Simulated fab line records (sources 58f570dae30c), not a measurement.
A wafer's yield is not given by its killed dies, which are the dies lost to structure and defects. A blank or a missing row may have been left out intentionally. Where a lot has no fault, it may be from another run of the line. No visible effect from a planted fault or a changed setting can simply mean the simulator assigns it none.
A single fault, viewed from 2 desks + flow berkeley cmos170 + each desk holds nothing but its own numbers, with what lay behind them at the end

== FROM THE METROLOGY DESK ==
What the gauges read, lot by lot, whatever tool the lot ran on: means of the sampled wafers that have a number. Marked OUT: a lot whose mean sits more than 4 standard deviations from the usual mean, which makes it out of limits; the brackets give that distance.
Columns: A = PWELL_OXIDE_THK at UCB170_PWELL_THK_MEAS_03, usual 26.3 nm; B = NVT_OVL at UCB170_NVT_OVL_MEAS_06, usual 2 nm; C = PVT_OVL at UCB170_PVT_OVL_MEAS_06, usual 3 nm
| lot  | first seen here | A    | B  | C  |
|------|-----------------|------|----|----|
| L970 | day 2 20:46     | 27.1 | 1  | 2  |
| L972 | day 3 00:35     | 25.4 | 1  | 2  |
| L971 | day 3 00:36     | 26.0 | 7  | 8  |
| L973 | day 3 13:17     | 26.7 | -1 | 14 |
| L974 | day 3 17:49     | 26.5 | -1 | 3  |
| L977 | day 4 01:35     | 26.3 | 5  | 0  |
| L979 | day 4 15:12     | 25.7 | 3  | -1 |
| L980 | day 5 01:01     | 26.5 | 5  | 5  |
| L981 | day 5 01:02     | 26.5 | 8  | -1 |
| L982 | day 5 05:02     | 26.2 | 5  | -6 |
| L991 | day 7 07:54     | 26.5 | 4  | 1  |
| L992 | day 7 07:55     | 26.0 | 4  | 4  |
Finding of this desk: none of the 12 lots has anything out of limits.

== DESK OF THE TOOL OWNER: krf scanner-02 ==
The tool's own readings at UCB170_ZERO_EXPOSE_03 (exposes mask PM MARKS, target cd 4000 nm): means of the sampled wafers that have a number, for each lot that ran on this tool. Marked OUT: a lot whose mean sits more than 4 standard deviations from the usual mean, which makes it out of limits; the brackets give that distance.
Columns: A = exposure dose mJ cm2 at UCB170_ZERO_EXPOSE_03, usual 29.996; B = focus offset nm at UCB170_ZERO_EXPOSE_03, usual 0.1 nm
| lot  | first seen here | A      | B    |
|------|-----------------|--------|------|
| L970 | day 1 22:11     | 29.993 | 0.4  |
| L971 | day 2 03:20     | 29.977 | 0.5  |
| L972 | day 2 05:44     | 29.984 | 1.0  |
| L974 | day 2 17:36     | 30.007 | 0.5  |
| L977 | day 3 08:08     | 29.998 | 1.0  |
| L979 | day 3 19:22     | 30.000 | 0.5  |
| L980 | day 4 03:01     | 30.037 | -0.0 |
| L991 | day 6 10:55     | 29.962 | -0.1 |
| L992 | day 6 13:28     | 30.011 | -0.3 |
Finding of this desk: none of the 9 lots has anything out of limits.

== BROUGHT TOGETHER ==
Nothing out of limits was seen by the metrology desk.
Nothing out of limits was seen by the tool owner's desk.

== WHAT HAD BEEN PUT IN BY THE SIMULATOR ==
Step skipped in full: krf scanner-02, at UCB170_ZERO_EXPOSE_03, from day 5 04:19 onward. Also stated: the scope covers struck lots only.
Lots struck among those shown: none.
